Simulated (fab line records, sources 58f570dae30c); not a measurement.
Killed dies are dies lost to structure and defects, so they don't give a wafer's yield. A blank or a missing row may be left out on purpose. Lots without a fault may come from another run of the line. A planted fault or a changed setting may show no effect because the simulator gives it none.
Split-lot experiment | flow berkeley_cmos170 | 5 lots, 23 wafers read, on a route of 331 steps

THE SPLIT
At UCB170_V2_CVD_00 (deposits SiO2 from TEOS/O2, target thk 2000 nm, time 250 s), the setting time_s was moved away from the recipe's 250 s on 11 of the 23 wafers read, by -13.6% to +9.3%. The other wafers ran this setting at the recipe's value.

The file shows no step between the split and the reading.

THE READING
V2_TEOS_THK, in nm, at UCB170_V2_THK_MEAS_01. Fault-free wafers of this fab line usually give 1998 nm, standard deviation 31 nm.

wafer  | tool, chamber at the split | time_s as run, s | against the recipe | V2_TEOS_THK, nm | against lot-mates on the recipe
L074.1 | pecvd-04, 2                | 250              | recipe             | 1989            | -
L074.2 | pecvd-04, 0                | 250              | recipe             | 1946            | -
L074.3 | pecvd-04, 1                | 250              | recipe             | 2004            | -
L080.2 | pecvd-03, 1                | 250              | recipe             | 2015            | -
L080.3 | pecvd-03, 0                | 250              | recipe             | 1993            | -
L080.4 | pecvd-03, 2                | 268.3            | +7.3%              | 2136            | +132
L080.5 | pecvd-03, 0                | 268.3            | +7.3%              | 2164            | +160
L080.6 | pecvd-03, 1                | 268.3            | +7.3%              | 2197            | +193
L076.1 | pecvd-02, 0                | 250              | recipe             | 2014            | -
L076.2 | pecvd-02, 2                | 250              | recipe             | 2002            | -
L076.3 | pecvd-02, 1                | 273.2            | +9.3%              | 2121            | +113
L076.4 | pecvd-02, 0                | 250              | recipe             | 2008            | -
L076.5 | pecvd-02, 1                | 273.2            | +9.3%              | 2167            | +159
L079.1 | pecvd-04, 2                | 250              | recipe             | 2013            | -
L079.2 | pecvd-04, 1                | 215.9            | -13.6%             | 1730            | -280
L079.3 | pecvd-04, 0                | 215.9            | -13.6%             | 1708            | -302
L079.4 | pecvd-04, 2                | 215.9            | -13.6%             | 1769            | -241
L079.6 | pecvd-04, 1                | 250              | recipe             | 2007            | -
L081.1 | pecvd-03, 1                | 259.4            | +3.8%              | 2062            | +40
L081.2 | pecvd-03, 2                | 259.4            | +3.8%              | 2034            | +12
L081.3 | pecvd-03, 0                | 250              | recipe             | 2000            | -
L081.4 | pecvd-03, 0                | 259.4            | +3.8%              | 2086            | +64
L081.5 | pecvd-03, 1                | 250              | recipe             | 2043            | -

THE FIT
A straight line over all 23 wafers: V2_TEOS_THK changes by +19.1 nm for each +1% of time_s; r = +0.98; the points scatter about the line by 28 nm.
The same after taking each lot's own level away (the mean of its wafers on the recipe; 23 wafers): +19.1 nm for each +1%; r = +0.98; scatter 28 nm.
On that fit, the largest move of time_s shifts the reading by 2.6e+02 nm.
The lots' own levels span 1979.7 to 2021.5 nm, that is 1.3 times the standard deviation above.
So the lot-to-lot level changes the slope little: the two slopes agree.
Check: with one of the wafers moved furthest among these (-13.6%) left out of the fit, the line predicts -263 nm for it against its lot-mates. It came out at -280 nm against them.

OTHER SPLITS ON THESE WAFERS
These wafers also went through other splits before the reading. Each is held against what the fit with the lots' levels taken away leaves over:
other split on the same wafers   | wafers away from the commonest value | r with V2_TEOS_THK (lot level and that fit taken away)
UCB170_CONTACT_PEB_13 peb_temp_c | 8                                    | -0.21
UCB170_M1_COAT_04 spin_rpm       | 9                                    | -0.02
UCB170_V1_COAT_07 resist_thk_nm  | 7                                    | -0.14
UCB170_V1_PEB_10 peb_temp_c      | 7                                    | +0.08

THE WHOLE CHAIN: every reading that the file lists as answering this split, in the file's order
step                  | what it does                                               | reading                                                                   | change (the file's fit)              | r (the file's)
UCB170_V2_CVD_00      | deposits SiO2 from TEOS/O2, target thk 2000 nm, time 250 s | SiO2_of_V2_CVD_00.thk_nm (the simulator's own value, which no gauge read) | +18.7 nm for each +1% of the setting | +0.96
UCB170_V2_THK_MEAS_01 |                                                            | V2_TEOS_THK                                                               | +18.6 for each +1% of the setting    | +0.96

THE FILE'S OWN FIT
V2_TEOS_THK changes by +18.6 nm for each +1% of time_s, r = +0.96.
